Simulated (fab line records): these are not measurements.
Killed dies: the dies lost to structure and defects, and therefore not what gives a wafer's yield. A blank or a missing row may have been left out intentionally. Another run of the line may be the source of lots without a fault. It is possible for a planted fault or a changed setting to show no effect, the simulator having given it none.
fab line records -- flow ritCmos
record lots=12, wafers=36, lastDay=7
route steps=202 shown NWELL@36
lots untouched by any fault: they come from a run of this same line in which no faults occurred
startH: hours from the record's first day to the start of the lot's first wafer shown -- waitH: how many hours have passed since the lot's step before this one -- " unchanged from the row above -- L1.1+2: several wafers, shown together as one row -- - no value, or no start given -- * or withheld: withheld -- < > ~ a bound
route shown NAME@n: names a module that has steps shown in the file, with the first one's number in the route -- usual: mean and standard deviation over wafers with no fault -- same: alike in all rows -- chamber/n: place in a boat -- sites: the reading at each site -- _std_site: the standard deviation of these -- _edge_site: mean of outer sites minus mean of inner sites -- radiusMm: for every site, how far away it sits from the centre of the wafer -- mask NAME#n: copy n -- behind: the most recent tool/chamber to have shaped the wafer -- hold: reason for holding the lot/hours on hold/outcome of the hold -- device: which transistor (n, p or np) failed to switch -- end of line: the route-end tests of the same wafers -- where a step has no rows: the recipe by itself -- killed: dies lost to structure and defects at the first sort, not the wafer's yield -- map: dies across one wafer; x = killed, . = not, _ = none there
set.NAME: the run value of the setting; set.NAME@STEP: its run value at that earlier step -- model.NAME: the simulator's own value behind a step, which no gauge read
one table for each step of the route and one row for each wafer, over a sample of lots
services: from which hour (startH, from the record's first day; less than 0 if before it) a tool's chamber was out of use, for how many hours, and why
## steps
# step RIT_NWELL_IMPLANT_08
# recipe species=P, energyKev=170, doseCm2=5e+13, tiltDeg=7
# usual beamEnergyKeV=170.01/0.051, beamOnS=10.01/0.22, doseIonsCm2=4.999e+13/5.3e+10, endStationPressureTorr=5.12e-06/2.8e-07, faradayCurrentUA=158/3.4
# same implantIonAmu=31
lot.wafer,tool,chamber,startH,waitH,beamEnergyKeV,beamOnS,doseIonsCm2,endStationPressureTorr,faradayCurrentUA
L568.1,implanter-04,0,21.36,0.2,169.93,9.61,4.998e+13,4.64e-06,164
L568.3,implanter-04,0,21.36,0.2,169.98,10.11,5.005e+13,5.46e-06,157
L568.5,implanter-04,0,21.36,0.2,169.97,9.87,5.001e+13,5.41e-06,160
L569.1,implanter-04,0,25.75,0.2,170.07,10.04,5.004e+13,5.29e-06,157
L569.2,implanter-04,0,25.75,0.2,169.97,10.27,5e+13,4.59e-06,154
L569.4,implanter-04,0,25.75,0.2,170.05,10.17,4.994e+13,4.74e-06,155
L570.3,implanter-04,0,32.14,0.2,170.01,9.99,5.008e+13,5.96e-06,160
L570.5,implanter-04,0,32.14,0.2,170.06,10.28,5.004e+13,4.81e-06,154
L570.6,implanter-04,0,32.14,0.2,170.08,10.28,5.003e+13,5.16e-06,155
L578.4,implanter-03,0,72.95,0.2,119.00,9.76,4.999e+13,4.83e-06,162
L578.5,implanter-03,0,72.95,0.2,118.98,10.38,5.001e+13,5.31e-06,153
L578.6,implanter-03,0,72.95,0.2,119.01,9.67,4.992e+13,5.32e-06,163
L579.1,implanter-03,0,79.21,0.2,118.97,10.11,4.986e+13,4.39e-06,156
L579.4,implanter-03,0,79.21,0.2,118.96,9.70,4.996e+13,5.73e-06,163
L579.5,implanter-03,0,79.21,0.2,119.00,9.91,4.991e+13,5.13e-06,160
L581.2,implanter-02,0,93.11,0.2,169.99,9.77,5.001e+13,4.99e-06,162
L581.4,implanter-02,0,93.11,0.2,169.92,9.79,5e+13,4.73e-06,162
L581.5,implanter-02,0,93.11,0.2,169.93,9.83,4.999e+13,5.13e-06,161
L582.1,implanter-02,0,95.63,0.2,170.05,10.11,4.995e+13,4.96e-06,157
L582.2,implanter-02,0,95.63,0.2,170.07,9.81,4.988e+13,5.07e-06,162
L582.3,implanter-02,0,95.63,0.2,170.01,9.93,4.998e+13,5.51e-06,160
L583.2,implanter-04,0,100.60,0.2,169.95,10.12,4.994e+13,4.89e-06,156
L583.3,implanter-04,0,100.60,0.2,170.00,10.09,5e+13,5.38e-06,158
L583.6,implanter-04,0,100.60,0.2,169.97,9.96,5e+13,5.07e-06,160
L584.1,implanter-02,0,103.03,0.2,169.97,9.65,5.008e+13,5.11e-06,164
L584.2,implanter-02,0,103.03,0.2,169.97,9.76,5.002e+13,4.88e-06,163
L584.5,implanter-02,0,103.03,0.2,169.93,10.30,5.005e+13,4.83e-06,155
L587.1,implanter-04,0,115.74,0.2,170.05,10.20,5.001e+13,5.27e-06,156
L587.2,implanter-04,0,115.74,0.2,170.04,10.33,5.004e+13,5.01e-06,153
L587.4,implanter-04,0,115.74,0.2,170.04,9.87,5.002e+13,5.09e-06,160
L588.3,implanter-04,0,121.15,0.2,170.06,10.04,4.999e+13,5.47e-06,158
L588.5,implanter-04,0,121.15,0.2,169.99,10.22,4.998e+13,5.24e-06,155
L588.6,implanter-04,0,121.15,0.2,170.04,9.73,5.003e+13,5.13e-06,162
L591.2,implanter-02,0,138.24,0.2,170.06,10.12,4.994e+13,5.07e-06,156
L591.4,implanter-02,0,138.24,0.2,170.03,10.41,4.996e+13,5.17e-06,153
L591.5,implanter-02,0,138.24,0.2,170.11,10.06,4.991e+13,5.05e-06,158
# step RIT_NWELL_TW_MEAS_10
# usual NWELL_TW=2138/30
lot.wafer,tool,chamber,startH,waitH,NWELL_TW
L568.1,filmMetro-04,-,21.68,0.1,2164
L568.3,filmMetro-04,-,21.68,0.1,2168
L568.5,filmMetro-04,-,21.68,0.1,2160
L569.1,filmMetro-04,-,26.07,0.1,2146
L569.2,filmMetro-04,-,26.07,0.1,2148
L569.4,filmMetro-04,-,26.07,0.1,2140
L570.3,filmMetro-01,-,32.43,0.1,2095
L570.5,filmMetro-01,-,32.43,0.1,2105
L570.6,filmMetro-01,-,32.43,0.1,2105
L578.4,filmMetro-04,-,73.23,0.1,2012
L578.5,filmMetro-04,-,73.23,0.1,2018
L578.6,filmMetro-04,-,73.23,0.1,2019
L579.1,filmMetro-04,-,79.53,0.1,2023
L579.4,filmMetro-04,-,79.53,0.1,2012
L579.5,filmMetro-04,-,79.53,0.1,2017
L581.2,filmMetro-04,-,93.42,0.1,2174
L581.4,filmMetro-04,-,93.42,0.1,2171
L581.5,filmMetro-04,-,93.42,0.1,2164
L582.1,filmMetro-03,-,95.95,0.1,2131
L582.2,filmMetro-03,-,95.95,0.1,2137
L582.3,filmMetro-03,-,95.95,0.1,2134
L583.2,filmMetro-01,-,100.91,0.1,2105
L583.3,filmMetro-01,-,100.91,0.1,2100
L583.6,filmMetro-01,-,100.91,0.1,2096
L584.1,filmMetro-04,-,103.35,0.1,2158
L584.2,filmMetro-04,-,103.35,0.1,2159
L584.5,filmMetro-04,-,103.35,0.1,2160
L587.1,filmMetro-04,-,116.06,0.1,2169
L587.2,filmMetro-04,-,116.06,0.1,2164
L587.4,filmMetro-04,-,116.06,0.1,2168
L588.3,filmMetro-04,-,121.44,0.1,2157
L588.5,filmMetro-04,-,121.44,0.1,2150
L588.6,filmMetro-04,-,121.44,0.1,2150
L591.2,filmMetro-03,-,138.55,0.1,2144
L591.4,filmMetro-03,-,138.55,0.1,2153
L591.5,filmMetro-03,-,138.55,0.1,2134
# step RIT_WELLDRIVE_RS_MEAS_01
# recipe thkMeasGauge=four-point-probe
# usual NWELL_RS=274.9/0.76
lot.wafer,tool,chamber,startH,waitH,NWELL_RS[ohm/sq]
L568.1,filmMetro-01,-,28.40,0.0,274.8
L568.3,filmMetro-01,-,28.40,0.0,274.3
L568.5,filmMetro-01,-,28.40,0.0,274.3
L569.1,filmMetro-04,-,32.89,0.0,274.0
L569.2,filmMetro-04,-,32.89,0.0,274.0
L569.4,filmMetro-04,-,32.89,0.0,274.7
L570.3,filmMetro-04,-,39.27,0.0,274.3
L570.5,filmMetro-04,-,39.27,0.0,273.6
L570.6,filmMetro-04,-,39.27,0.0,274.7
L578.4,filmMetro-04,-,81.48,0.1,277.6
L578.5,filmMetro-04,-,81.48,0.1,278.5
L578.6,filmMetro-04,-,81.48,0.1,278.0
L579.1,filmMetro-04,-,86.76,0.0,278.3
L579.4,filmMetro-04,-,86.76,0.0,278.3
L579.5,filmMetro-04,-,86.76,0.0,277.9
L581.2,filmMetro-01,-,100.12,0.0,274.9
L581.4,filmMetro-01,-,100.12,0.0,275.4
L581.5,filmMetro-01,-,100.12,0.0,275.2
L582.1,filmMetro-01,-,102.94,0.0,276.2
L582.2,filmMetro-01,-,102.94,0.0,276.3
L582.3,filmMetro-01,-,102.94,0.0,275.8
L583.2,filmMetro-03,-,107.76,0.0,274.8
L583.3,filmMetro-03,-,107.76,0.0,274.8
L583.6,filmMetro-03,-,107.76,0.0,275.4
L584.1,filmMetro-03,-,110.15,0.0,276.0
L584.2,filmMetro-03,-,110.15,0.0,276.1
L584.5,filmMetro-03,-,110.15,0.0,276.8
L587.1,filmMetro-01,-,122.88,0.0,274.2
L587.2,filmMetro-01,-,122.88,0.0,275.1
L587.4,filmMetro-01,-,122.88,0.0,275.4
L588.3,filmMetro-04,-,128.17,0.0,275.4
L588.5,filmMetro-04,-,128.17,0.0,274.8
L588.6,filmMetro-04,-,128.17,0.0,273.7
L591.2,filmMetro-04,-,145.38,0.0,274.1
L591.4,filmMetro-04,-,145.38,0.0,273.9
L591.5,filmMetro-04,-,145.38,0.0,274.6
## services
tool,chamber,startH,hours,kind
implanter-02,-,2.37,2.3,repair
implanter-04,-,10.15,3.8,repair
implanter-02,-,11.46,0.5,repair
implanter-02,-,30.09,2.3,repair
implanter-03,-,32.62,2.5,repair
implanter-02,-,43.46,4.7,pm
implanter-03,-,116.40,1.4,repair
implanter-02,-,119.19,3.6,repair
implanter-03,-,137.17,4.1,pm
## key
firstSign step=RIT_NWELL_IMPLANT_08, reading=beamEnergyKeV, direction=down, sigmas=99+, usual=170.01, struck=118.99
effect step=RIT_NWELL_TW_MEAS_10, reading=NWELL_TW, direction=down, sigmas=4.1, usual=2138, struck=2017
effect step=RIT_WELLDRIVE_RS_MEAS_01, reading=NWELL_RS, direction=up, sigmas=4.1, usual=274.9, struck=278.1
metAt RIT_NWELL_IMPLANT_08
struckLots L578,L579
testerLeftOut L578,L579
loopTrim step=RIT_M1_EXPOSE_06, setting=dose, lots=L579
fault kind=processParameterDrift, tool=implanter-03, chamber=-, onsetH=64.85, steps=RIT_NWELL_IMPLANT_08, channel=energyKev, offset=-51, shape=step, endH=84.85, actsIn=theseRecipesOnly, stated=170
# testerLeftOut: of these lots the tester's yield and bins aren't shown, on N5 and GAA mostly nor the transistor test; their killed dies are dies lost to structure and defects alone, not to doping, threshold or leakage, so they don't give the yield
# loopTrim: a control loop set the setting to another value than it would have without faults
